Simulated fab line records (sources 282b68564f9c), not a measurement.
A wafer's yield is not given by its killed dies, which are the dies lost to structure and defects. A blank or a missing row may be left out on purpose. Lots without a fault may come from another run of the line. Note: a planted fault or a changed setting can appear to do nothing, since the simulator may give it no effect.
Which tool is to blame? ; flow ritCmos ; Sampling: 15 lots, 45 wafers, 3 of 202 route steps

WHAT THE GAUGES READ, wafer by wafer
RIT_NSD_TW_MEAS_10. Usual: NSD_TW typically reads 3058, with standard deviation 36.
lot;measured;on;NSD_TW;flag
L689;day 3 03:01;filmMetro-03;3051 3032 3038;
L690;day 3 09:54;filmMetro-03;3040 3043 3034;
L691;day 3 16:29;filmMetro-02;3043 3045 3037;
L692;day 3 19:24;filmMetro-03;3034 3029 3029;
L693;day 4 00:22;filmMetro-03;3030 3034 3029;
L694;day 4 07:02;filmMetro-04;3130 3104 3129;
L695;day 4 09:04;filmMetro-03;3032 3020 3049;
L696;day 4 13:43;filmMetro-03;3009 3025 3012;
L697;day 4 22:06;filmMetro-03;3004 3023 3029;
L698;day 5 06:46;filmMetro-04;3119 3121 3114;
L705;day 6 12:11;filmMetro-04;2873 2874 2866;OFF
L706;day 6 16:41;filmMetro-02;2847 2837 2862;OFF
L707;day 6 19:38;filmMetro-04;2895 2889 2883;OFF
L710;day 7 10:36;filmMetro-03;3039 3027 3047;
L712;day 7 21:39;filmMetro-03;3027 3041 3020;

RIT_SDANNEAL_RS_MEAS_05: the measuring method here is four-point-probe. Usual: NSD_RS typically reads 84.6 ohm/sq, with standard deviation 0.32.
lot;measured;on;NSD_RS (ohm/sq);flag
L689;day 3 05:13;filmMetro-04;84.4 84.2 84.6;
L690;day 3 12:03;filmMetro-03;84.4 84.3 84.1;
L691;day 3 18:39;filmMetro-02;85.2 85.0 84.8;
L692;day 3 21:36;filmMetro-04;84.4 84.6 84.5;
L693;day 4 02:26;filmMetro-02;84.8 84.5 84.7;
L694;day 4 09:22;filmMetro-04;84.4 84.3 84.3;
L695;day 4 11:14;filmMetro-03;84.4 84.5 84.2;
L696;day 4 16:02;filmMetro-04;84.4 84.4 84.7;
L697;day 5 00:25;filmMetro-03;84.9 85.0 84.5;
L698;day 5 09:01;filmMetro-04;84.8 84.8 84.6;
L705;day 6 14:29;filmMetro-02;112.1 111.8 111.2;OFF
L706;day 6 18:49;filmMetro-04;110.2 110.5 109.7;OFF
L707;day 6 21:43;filmMetro-02;111.2 111.0 110.9;OFF
L710;day 7 12:56;filmMetro-04;84.6 84.7 84.7;
L712;day 8 00:08;filmMetro-02;85.0 84.9 85.0;

WHAT TOOL EACH LOT RAN ON (gives the tool, then ch and the chambers of the sampled wafers, and finally the start)
lot;RIT_NSD_IMPLANT_08
L689;implanter-03 ch 0, day 3 02:41
L690;implanter-02 ch 0, day 3 09:35
L691;implanter-03 ch 0, day 3 16:10
L692;implanter-03 ch 0, day 3 19:05
L693;implanter-03 ch 0, day 4 00:05
L694;implanter-04 ch 0, day 4 06:45
L695;implanter-03 ch 0, day 4 08:44
L696;implanter-03 ch 0, day 4 13:26
L697;implanter-04 ch 0, day 4 21:47
L698;implanter-03 ch 0, day 5 06:27
L705;implanter-03 ch 0, day 6 11:51
L706;implanter-03 ch 0, day 6 16:23
L707;implanter-03 ch 0, day 6 19:19
L710;implanter-04 ch 0, day 7 10:17
L712;implanter-02 ch 0, day 7 21:20
- RIT_NSD_IMPLANT_08

AS READ BY THE TOOLS THEMSELVES (means over the sampled wafers that have a number; for cases with no such wafer, the mark the record gives instead)
RIT_NSD_IMPLANT_08. Usual: doseIonsCm2 1e+15, standard deviation 9e+11; faradayCurrentUA 3119, standard deviation 59.
lot;tool;doseIonsCm2;faradayCurrentUA;flag
L689;implanter-03;1e+15;3122;
L690;implanter-02;1e+15;3129;
L691;implanter-03;1e+15;3122;
L692;implanter-03;1e+15;3089;
L693;implanter-03;1e+15;3190;
L694;implanter-04;1e+15;3123;
L695;implanter-03;1e+15;3126;
L696;implanter-03;1e+15;3044;
L697;implanter-04;1e+15;3084;
L698;implanter-03;1e+15;3156;
L705;implanter-03;7e+14;2218;OFF
L706;implanter-03;7e+14;2268;OFF
L707;implanter-03;7e+14;2222;OFF
L710;implanter-04;1e+15;3115;
L712;implanter-02;1e+15;3081;

THE ANSWER, worked out from the rows above alone
Rule: a lot counts as off when the mean over its wafers that have a number is more than 3 standard deviations away from the usual mean. A lot without any number at a reading at which 4 lots or more have one is off too. Where the step has rows for the other lots, those lots are counted as sound. The gauges are gone through in route order, then the tools' own readings, and for those a lot's mean is taken as printed above. The first step at which some lot is off is used, and at that step the reading that is off furthest; a lot without a number counts as furthest.
Off: L705, L706, L707, at RIT_NSD_TW_MEAS_10 (NSD_TW).
A tool fits if, at a process step before that reading, it ran every lot that is off, and no sound lot after the first of them. The gauges at RIT_NSD_TW_MEAS_10 aren't tried: what is off there is off at RIT_NSD_IMPLANT_08 too, on other tools, and a gauge's error can't cause that. One fits: RIT_NSD_IMPLANT_08 on implanter-03. A fault onset in the window from L698 (day 5 06:27, its last sound lot) to L705 (day 6 11:51, its first lot off) fits.
The tool's own readings at RIT_NSD_IMPLANT_08 bear it out: on the lots that are off they differ by more than 5 times the standard deviation of the sound lots' means. doseIonsCm2 reads 7e+14 there against 1e+15 on the sound lots; faradayCurrentUA reads 2236 there against 3115 on the sound lots.

WHAT HAD BEEN PUT IN BY THE SIMULATOR
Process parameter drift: implanter-03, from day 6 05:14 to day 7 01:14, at RIT_NSD_IMPLANT_08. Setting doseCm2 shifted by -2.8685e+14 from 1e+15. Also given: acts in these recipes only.
Lots struck among those shown: L705, L706, L707. This agrees with what the rule above found.
